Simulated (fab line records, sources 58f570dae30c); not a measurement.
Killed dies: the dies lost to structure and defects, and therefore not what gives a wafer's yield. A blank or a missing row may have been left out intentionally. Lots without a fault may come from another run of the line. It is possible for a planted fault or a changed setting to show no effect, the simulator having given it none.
One fault seen from 2 desks ; flow berkeley_cmos170 ; every desk sees just its own numbers, and what lay behind them comes last

== AT THE METROLOGY DESK ==
What the gauges read, lot by lot, whatever tool the lot ran on: means of the sampled wafers that have a number. If a lot's mean is further than 4 standard deviations from the usual mean, the lot is out of limits and carries the mark OUT (the distance appears in the brackets).
Columns: A = NVT_TW at UCB170_NVT_TW_MEAS_09, usual 529; B = M2_OVL at UCB170_M2_OVL_MEAS_16, usual 3 nm; C = cd_nm at UCB170_M2_CD_MEAS_90, usual 700.9 nm
lot;first seen here;A;B;C
L639;day 7 08:09;535;0;700.6
L640;day 7 08:24;525;7;697.6
L638;day 7 08:39;524;3;701.2
L644;day 8 01:39;522;6;703.1
L645;day 8 12:57;522;5;699.6
L647;day 8 18:45;529;1;702.3
L646;day 8 18:59;529;9;698.2
L648;day 9 04:43;530;-6;701.1
L649;day 9 04:55;521;4;698.6
L651;day 9 19:31;522;13;694.9
L653;day 10 05:01;612 (+15) OUT;0;703.0
L655;day 10 15:15;617 (+16) OUT;-0;704.8
L657;day 11 00:30;621 (+17) OUT;2;701.5
L659;day 11 14:21;529;5;701.3
L660;day 11 14:38;535;7;702.5
Per this desk, out of limits: L653, L655, L657; the first was L653, day 10 05:01 (NVT_TW at UCB170_NVT_TW_MEAS_09). In limits: L639, L640, L638, L644, L645, L647, L646, L648, L649, L651, L659, L660.

== FOR THE TOOL OWNER'S DESK: implanter-04 ==
For each lot that ran on this tool, the mean over its sampled wafers that have a number, from the tool's own readings at UCB170_NVT_IMPLANT_07. If a lot's mean is further than 4 standard deviations from the usual mean, the lot is out of limits and carries the mark OUT (the distance appears in the brackets).
Columns: A = dose_ions_cm2 at UCB170_NVT_IMPLANT_07, usual 3e+12; B = faraday_current_uA at UCB170_NVT_IMPLANT_07, usual 9.50
lot;first seen here;A;B
L645;day 8 12:43;3e+12;9.46
L646;day 8 18:45;3e+12;9.61
L649;day 9 04:40;3e+12;9.44
L651;day 9 19:16;3e+12;9.46
L653;day 10 04:46;5e+12 (+99 or more) OUT;15.21 (+32) OUT
L655;day 10 15:00;5e+12 (+99 or more) OUT;14.92 (+30) OUT
L657;day 11 00:15;5e+12 (+99 or more) OUT;15.05 (+31) OUT
Finding of this desk: L653, L655, L657 out of limits; the first was L653 at day 10 04:46, on dose_ions_cm2 at UCB170_NVT_IMPLANT_07. In limits: L645, L646, L649, L651.

== PUT TOGETHER ==
The tool owner's desk had the chance to raise an alarm at day 10 04:46 on L653, L655, L657.
Metrology desk: alarm possible at day 10 05:01 on L653, L655, L657.
Every lot named ran UCB170_NVT_IMPLANT_07 on implanter-04.

== WHAT HAD BEEN PUT IN BY THE SIMULATOR ==
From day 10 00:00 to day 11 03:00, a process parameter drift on implanter-04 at UCB170_NVT_IMPLANT_07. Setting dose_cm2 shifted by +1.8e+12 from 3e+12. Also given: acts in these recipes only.
Shown lots that were struck: L653, L655, L657.
Counting hours from when the fault started, the first reading out of limits came at 5 for the tool owner's desk and at 5 for the metrology desk.
